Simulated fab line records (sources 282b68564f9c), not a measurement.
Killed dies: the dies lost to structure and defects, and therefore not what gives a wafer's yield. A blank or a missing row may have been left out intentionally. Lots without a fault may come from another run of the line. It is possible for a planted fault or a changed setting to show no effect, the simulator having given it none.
Struck lot and sound lot, side by side	flow rit_cmos	17 out of 202 route steps
Sound: the wafers L436.1, L436.2, L436.5. The struck wafers were L449.1, L449.2, L449.4. The cause is named last.
For every step that has rows: the tool of each side, followed by ch and its chambers, followed by its first start. Under that, the readings that differ: sound wafers	struck wafers	difference of the means	sigmas: that difference in standard deviations of wafers without a fault.
alike: a reading whose means differ by less than 2 such deviations, as well as words and numbers matching on both sides. not compared: withheld readings; readings where some wafer has no value; bounds like >300 that might hide an equal value; numbers whose values overlap and for which the record gives no deviation.
A row with sigmas, a row that says differs or no value, or rows on one side alone: a step with any of these is where the two part. Numbers that don't overlap but have no deviation are shown without sigmas and don't part them. Lack of a reading on every wafer of one side parts them only where that side has two or more wafers.

RIT_NWELL_TW_MEAS_10:
  sound on film_metro-04, day 3 02:47; struck on film_metro-01, day 5 20:20
reading	sound	struck	difference	sigmas
NWELL_TW	2154 2156 2159	2129 2128 2120	-31	-3
then, 6 steps without rows for these wafers: RIT_PWELL_HMDS_00 (prime time 60 s); RIT_PWELL_COAT_01 (resist thk 1300 nm); RIT_PWELL_SOFTBAKE_02 (time 60 s); RIT_PWELL_EXPOSE_03 (exposes mask M3, target cd 43700 nm); RIT_PWELL_PEB_04; RIT_PWELL_DEVELOP_05 (develop time 68 s).
RIT_PWELL_OVL_MEAS_06:
  sound on overlay-01, day 3 03:44; struck on overlay-02, day 5 21:24
  alike: PWELL_OVL
then, 2 steps without rows for these wafers: RIT_PWELL_HARDBAKE_07 (time 120 s); RIT_PWELL_IMPLANT_08.
RIT_PWELL_STRIP_09: strips in O2, time 180 s.
  sound on plasma_asher-03 ch 0,1, day 3 04:10; struck on plasma_asher-03 ch 0,1, day 5 21:50
  alike: drypump_motor_current_A
  not compared: rf_hours_counter_h
RIT_PWELL_TW_MEAS_10:
  sound on film_metro-01, day 3 04:21; struck on film_metro-04, day 5 22:01
reading	sound	struck	difference	sigmas
PWELL_TW	947 950 948	966 964 966	+17	+4
RIT_WELLDRIVE_ANNEAL_00: time 14700 s.
  sound on furnace-02 ch 0, day 3 04:57; struck on furnace-01 ch 0, day 5 22:23
reading	sound	struck	difference	sigmas
spike_tc_centre_C (C)	1103.1 1102.0 1101.9	1042.4 1042.7 1041.5	-60.1	-62
spike_tc_load_C (C)	1129.6 1128.2 1131.2	1065.2 1065.9 1066.8	-63.7	-34
spike_tc_source_C (C)	1120 1121 1120	1070 1070 1068	-51	-12
tube_center_temp_C (C)	1100.2 1100.2 1100	1039.9 1039.8 1040.1	-60.2	-99 or more
tube_center_temp_C_max	1102.7 1103.0 1102.6	1043.1 1042.8 1042.9	-59.8	-99 or more
zone_power_load_pct (%)	44.2 43.2 43.8	35.0 35.0 34.9	-8.8	-5
zone_power_source_pct (%)	39.9 40.2 39.8	35.2 35.7 35.3	-4.6	-2
RIT_WELLDRIVE_RS_MEAS_01: measurement is done with a four-point probe.
  sound on film_metro-03, day 3 10:02; struck on film_metro-01, day 6 03:28
reading	sound	struck	difference	sigmas
NWELL_RS (ohm/sq)	278.7 279.6 278.6	352.0 352.5 352.8	+73.5	+98
RIT_WELLDRIVE_RS_MEAS_02: measurement is done with a four-point probe.
  sound on film_metro-03, day 3 10:09; struck on film_metro-01, day 6 03:35
reading	sound	struck	difference	sigmas
PWELL_RS (ohm/sq)	429.1 428.8 428.4	496.5 495.0 495.5	+66.9	+48
then, 1 step without rows for these wafers: RIT_NRETRO_HMDS_00 (prime time 60 s).
RIT_M1_PROBE_99:
  sound on prober-01, day 4 15:03; struck on prober-02, day 7 07:25
reading	sound	struck	difference	sigmas
model.etest.pmos_0p3.r_on_ohm_um	6314 6408 6483	6879 6867 7042	+528	
model.etest.pmos_turned.r_on_ohm_um	3516 3599 3651	3877 3754 3955	+273	
model.etest.pmos_0p15.r_on_ohm_um	2762 2842 2893	3026 2954 3140	+208	
model.etest.nwell_pinched.rs_ohm_sq	340.6 346.4 342.6	514.5 510.5 519.7	+171.7	
model.etest.pwell.rs_ohm_sq	413.4 411.9 409.2	484.9 484 486.5	+73.6	
model.etest.pwell_pinched.rs_ohm_sq	451.9 457.6 452.4	520.4 521.5 532.8	+70.9	
model.etest.pmos_0p15.drive_ua_um	257.3 252 245.7	220.3 226.9 214.6	-31.1	
model.etest.pmos_turned.drive_ua_um	181.7 179.4 175.1	156.4 161.8 149.3	-22.9	
  alike: killed_at_M0_to_M3, killed_at_front_end, killed_dies, killed_open, killed_short

WHERE THEY PART
Earliest at RIT_NWELL_TW_MEAS_10; latest, in this record, at RIT_WELLDRIVE_RS_MEAS_02. Later steps at which nothing parts them and some readings are alike: RIT_M1_PROBE_99.

WHY: what the simulator had put in
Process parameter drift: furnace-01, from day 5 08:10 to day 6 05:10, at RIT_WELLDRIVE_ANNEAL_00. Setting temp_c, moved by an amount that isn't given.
